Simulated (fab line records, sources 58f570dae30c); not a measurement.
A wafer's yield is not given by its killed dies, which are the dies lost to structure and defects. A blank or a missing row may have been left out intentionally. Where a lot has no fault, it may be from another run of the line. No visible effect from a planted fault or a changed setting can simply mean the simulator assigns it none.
Lot-split experiment | flow berkeleyCmos170 | on a route of 331 steps: 5 lots, 23 wafers read

== THE SPLIT ==
At UCB170_NLDD_COAT_01 (resist thk 900 nm), the setting resistThkNm was moved away from the recipe's 900 nm on 9 of the 23 wafers read, by -3.6% to +2.3%. This setting was run at the recipe's value on the other wafers.

Reading taken at the split's own step.

== THE READING ==
KrF_of_NLDD_COAT_01.thkNm (the simulator's own value, which no gauge read), in nm, at UCB170_NLDD_COAT_01 (resist thk 900 nm). There is no usual value for it anywhere in the file. Average 900.0 nm, standard deviation 0.84 nm, over the 14 wafers here run with the recipe.

wafer  | tool, chamber at the split | resistThkNm as run, nm | against the recipe | KrF_of_NLDD_COAT_01.thkNm, nm | against lot-mates on the recipe
L074.1 | lithoTrack-02, 0           | 900                    | recipe             | 899.6                         | -
L074.2 | lithoTrack-02, 0           | 921                    | +2.3%              | 924.7                         | +24.6
L074.3 | lithoTrack-02, 0           | 900                    | recipe             | 900.1                         | -
L074.4 | lithoTrack-02, 0           | 900                    | recipe             | 900.7                         | -
L074.6 | lithoTrack-02, 0           | 921                    | +2.3%              | 922.9                         | +22.8
L075.1 | lithoTrack-04, 0           | 900                    | recipe             | 899.9                         | -
L075.2 | lithoTrack-04, 0           | 882.9                  | -1.9%              | 884.2                         | -16.0
L075.3 | lithoTrack-04, 0           | 882.9                  | -1.9%              | 883.3                         | -16.9
L075.4 | lithoTrack-04, 0           | 900                    | recipe             | 901.2                         | -
L075.5 | lithoTrack-04, 0           | 900                    | recipe             | 899.6                         | -
L076.1 | lithoTrack-04, 0           | 867.4                  | -3.6%              | 869.8                         | -30.5
L076.3 | lithoTrack-04, 0           | 867.4                  | -3.6%              | 869.5                         | -30.8
L076.4 | lithoTrack-04, 0           | 867.4                  | -3.6%              | 869.9                         | -30.4
L076.5 | lithoTrack-04, 0           | 900                    | recipe             | 900.6                         | -
L076.6 | lithoTrack-04, 0           | 900                    | recipe             | 899.9                         | -
L082.1 | lithoTrack-04, 0           | 900                    | recipe             | 899.3                         | -
L082.3 | lithoTrack-04, 0           | 900                    | recipe             | 900.4                         | -
L082.5 | lithoTrack-04, 0           | 900                    | recipe             | 901.2                         | -
L083.2 | lithoTrack-02, 0           | 900                    | recipe             | 900.6                         | -
L083.3 | lithoTrack-02, 0           | 916.3                  | +1.8%              | 914.8                         | +15.6
L083.4 | lithoTrack-02, 0           | 900                    | recipe             | 898.6                         | -
L083.5 | lithoTrack-02, 0           | 916.3                  | +1.8%              | 913.3                         | +14.1
L083.6 | lithoTrack-02, 0           | 900                    | recipe             | 898.3                         | -

FIT RESULTS
A straight line over all 23 wafers: KrF_of_NLDD_COAT_01.thkNm changes by +8.66 nm for each +1% of resistThkNm; r = +1.00; the points scatter about the line by 1.5 nm.
The same after taking each lot's own level away (the mean of its wafers on the recipe; 23 wafers): +8.76 nm for each +1%; r = +1.00; scatter 1.3 nm.
That fit puts the effect of the largest move of resistThkNm on the reading at 32 nm.
Measured against the standard deviation above, the lots' own levels, which go from 899.17 to 900.30 nm, span 1.3 times it.
Hence the lot-to-lot level has little effect on the slope; both slopes agree.
Check: -31.6 nm against its lot-mates is what the line predicts for one of the wafers moved furthest among these (-3.6%) when that wafer is left out of the fit. Against them it came out at -30.5 nm.

== THE OTHER SPLITS THESE WAFERS WENT THROUGH ==
Note: prior to the reading, these wafers also went through further splits. Each is held against what the fit with the lots' levels taken away leaves over:
other split on the same wafers | wafers away from the commonest value | r with KrF_of_NLDD_COAT_01.thkNm (lot level and that fit taken away)
UCB170_GATE_PEB_10 pebTempC    | 9                                    | -0.37

== THE WHOLE CHAIN: every reading that the file lists as answering this split, in the file's order ==
step                 | what it does      | reading                                                                    | change (the file's fit)              | r (the file's)
UCB170_NLDD_COAT_01  | resist thk 900 nm | KrF_of_NLDD_COAT_01.thkNm (the simulator's own value, which no gauge read) | +8.81 nm for each +1% of the setting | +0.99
UCB170_NLDD_STRIP_10 | strips in O2      | stripTimeToEndpointS                                                       | withheld for each +1% of the setting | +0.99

== FILE'S OWN FIT ==
KrF_of_NLDD_COAT_01.thkNm changes by +8.81 nm for each +1% of resistThkNm, r = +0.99.
